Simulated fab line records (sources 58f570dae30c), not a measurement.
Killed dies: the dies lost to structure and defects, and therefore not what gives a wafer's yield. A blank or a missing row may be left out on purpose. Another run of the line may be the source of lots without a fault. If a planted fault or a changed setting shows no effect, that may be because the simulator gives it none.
Which of the tools did it?	flow berkeleyCmos170	14 lots with 42 wafers sampled at 2 steps, on a route of 331 steps

## WHAT EACH GAUGE READ, for each wafer
UCB170_PWELL_OVL_MEAS_13. Usual: PWELL_OVL typically reads 1 nm, with standard deviation 5.4.
lot	measured	on	PWELL_OVL (nm)	flag
L333	day 3 08:23	overlay-02	4 4 1	
L334	day 3 08:40	overlay-02	-6 -3 -4	
L335	day 3 10:23	overlay-01	6 -8 -1	
L336	day 3 16:22	overlay-01	5 5 1	
L337	day 3 20:06	overlay-01	-3 -3 1	
L338	day 3 20:41	overlay-01	8 8 7	
L339	day 4 02:59	overlay-02	3 -2 6	
L340	day 4 15:16	overlay-02	5 6 14	
L343	day 5 10:39	overlay-02	3 5 9	
L349	day 6 07:48	overlay-01	-3 -6 -7	
L350	day 6 15:59	overlay-02	-2 2 -4	
L354	day 7 15:58	overlay-02	0 -14 -7	
L355	day 7 16:04	overlay-01	2 7 2	
L356	day 7 21:38	overlay-02	5 -3 -4	

## EACH LOT AND THE TOOL THAT RAN IT (in order: tool; ch and the chambers of the sampled wafers; start)
lot	UCB170_ZERO_STRIP_07
L333	plasmaAsher-04 ch 0,1, day 1 21:50
L334	plasmaAsher-03 ch 0,1, day 2 00:41
L335	plasmaAsher-02 ch 0,1, day 2 08:11
L336	plasmaAsher-04 ch 0,1, day 2 14:04
L337	plasmaAsher-04 ch 0,1, day 2 16:38
L338	plasmaAsher-03 ch 0,1, day 2 18:50
L339	plasmaAsher-04 ch 0,1, day 3 02:08
L340	plasmaAsher-04 ch 0,1, day 3 06:15
L343	plasmaAsher-04 ch 0,1, day 3 21:01
L349	plasmaAsher-02 ch 0,1, day 5 03:31
L350	plasmaAsher-03 ch 0,1, day 5 10:32
L354	plasmaAsher-03 ch 0,1, day 6 06:11
L355	plasmaAsher-02 ch 1, day 6 08:29
L356	plasmaAsher-04 ch 0,1, day 6 16:34
- UCB170_ZERO_STRIP_07: strips in O2.

## AS READ BY THE TOOLS THEMSELVES (means over the sampled wafers that have a number; for cases with no such wafer, the mark the record gives instead)
UCB170_ZERO_STRIP_07. Usual: drypumpMotorCurrentA 5.7 A, standard deviation 0.38; o2FlowSccm 399.9 sccm, standard deviation 1.2; oesProductAu 0.727 a.u., standard deviation 0.0041; stripTimeToEndpointS 21.47 s, standard deviation 0.057.
lot	tool	drypumpMotorCurrentA (A)	o2FlowSccm (sccm)	oesProductAu (a.u.)	stripTimeToEndpointS (s)	flag
L333	plasmaAsher-04	6.0	399.0	0.727	21.52	
L334	plasmaAsher-03	5.4	399.9	0.726	21.45	
L335	plasmaAsher-02	5.7	399.3	0.725	21.41	
L336	plasmaAsher-04	6.0	400.3	0.723	21.52	
L337	plasmaAsher-04	6.0	401.1	0.731	21.51	
L338	plasmaAsher-03	5.4	399.3	0.725	21.50	
L339	plasmaAsher-04	6.0	401.4	0.727	21.52	
L340	plasmaAsher-04	5.7	200.2	0.666	24.49	OFF
L343	plasmaAsher-04	5.7	199.0	0.669	24.53	OFF
L349	plasmaAsher-02	5.5	400.2	0.731	21.49	
L350	plasmaAsher-03	5.4	400.6	0.727	21.42	
L354	plasmaAsher-03	5.2	400.3	0.726	21.52	
L355	plasmaAsher-02	5.8	398.1	0.723	21.52	
L356	plasmaAsher-04	6.0	401.4	0.725	21.54	

## THE ANSWER, worked out from the rows above alone
Rule: a lot counts as off when the mean over its wafers that have a number is more than 3 standard deviations away from the usual mean. Also off: a lot with no number at a reading for which 4 or more lots have one. All remaining lots with rows at the step are treated as sound. First the gauges in route order, then the tools' own readings, where a lot's mean is used as printed above. At the first step where some lot is off, the reading lying furthest off is the one used; lots without a number count as furthest.
Off: L340, L343, at UCB170_ZERO_STRIP_07 (o2FlowSccm).
If a tool, at that step or one of the process steps before it, ran each lot that is off and ran no sound lot following the first of them, it fits. No candidate that was tried fits.

## WHAT WAS PUT IN BY THE SIMULATOR
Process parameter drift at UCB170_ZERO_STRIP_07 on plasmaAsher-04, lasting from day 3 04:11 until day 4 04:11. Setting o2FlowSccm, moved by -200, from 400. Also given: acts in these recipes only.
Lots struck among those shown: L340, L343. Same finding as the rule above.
